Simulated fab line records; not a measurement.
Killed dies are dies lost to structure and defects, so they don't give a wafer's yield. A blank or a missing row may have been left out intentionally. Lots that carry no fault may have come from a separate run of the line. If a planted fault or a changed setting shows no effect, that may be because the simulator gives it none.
A struck lot beside a sound one / flow ritCmos / 14 out of 202 route steps
Sound: these wafers, L640.2, L640.4, L640.5. Struck: wafers L634.1, L634.4, L634.6. At the end, the cause is stated.
At each step with rows: each side's tool, then ch and its chambers, then its first start. Under that, the readings that differ: sound wafers / struck wafers / difference of the means / sigmas: that difference in standard deviations of wafers without a fault.
alike: a reading whose means differ by less than 2 such deviations, as well as words and numbers matching on both sides. not compared: withheld readings; readings where some wafer has no value; bounds like >300 that might hide an equal value; numbers whose values overlap and for which the record gives no deviation.
Wherever a step has rows on one side only, a row that says differs or no value, or a row with sigmas, the two part there. Non-overlapping numbers with no deviation appear without sigmas and do not part them. A reading that every wafer of one side lacks parts them only if that side has two wafers or more.

RIT_FOX1_THK_MEAS_01:
  struck on filmMetro-03, day 4 06:17; sound on filmMetro-03, day 5 11:37
  alike: FOX1_OXIDE_THK
then, 2 steps without rows for these wafers: RIT_FOX1_WET_ETCH_02 (etches SiO2 in BOE, target depth 350 nm, time 390 s); RIT_FOX2_OXIDATION_00 (target thk 350.7 nm, ox time 1130 s).
RIT_FOX2_THK_MEAS_01:
  struck on filmMetro-02, day 4 07:46; sound on filmMetro-01, day 5 13:14
  alike: FOX2_OXIDE_THK
then, 2 steps without rows for these wafers: RIT_FOX2_CLEAN_02 (cleans in dHF, time 180 s); RIT_FOX2_WET_ETCH_03 (etches Si3N4 in H3PO4, target depth 195 nm, time 2700 s).
RIT_FOX2_THK_MEAS_90:
  struck on filmMetro-04, day 4 08:39; sound on filmMetro-04, day 5 14:52
  alike: FIELD_OXIDE_LEFT_1_THK
then, 5 steps without rows for these wafers: RIT_NWELL_HMDS_00 (prime time 60 s); RIT_NWELL_COAT_01 (resist thk 1300 nm); RIT_NWELL_SOFTBAKE_02 (time 60 s); RIT_NWELL_EXPOSE_03 (exposes mask M2, target cd 43900 nm); RIT_NWELL_PEB_04.
RIT_NWELL_DEVELOP_05: develop time 68 s.
  struck on lithoTrack-01, day 4 09:00; sound on lithoTrack-01 ch 0, day 5 15:00
  no value came back on the struck wafers for chillPlateTempC (C), developTimeS (s); on the sound wafers chillPlateTempC (C) reads 23.08 23.30 23.16
RIT_NWELL_OVL_MEAS_06:
  struck on overlay-02, day 4 09:35; sound on overlay-01, day 5 15:56
reading=NWELL_OVL (nm); sound=-1.5 -1.6 -0.1; struck=- - -; difference=no value on the struck wafers; sigmas=

== WHERE THEY PART ==
Earliest at RIT_NWELL_DEVELOP_05; latest, in this record, at RIT_NWELL_OVL_MEAS_06.

WHY: what the simulator had put in
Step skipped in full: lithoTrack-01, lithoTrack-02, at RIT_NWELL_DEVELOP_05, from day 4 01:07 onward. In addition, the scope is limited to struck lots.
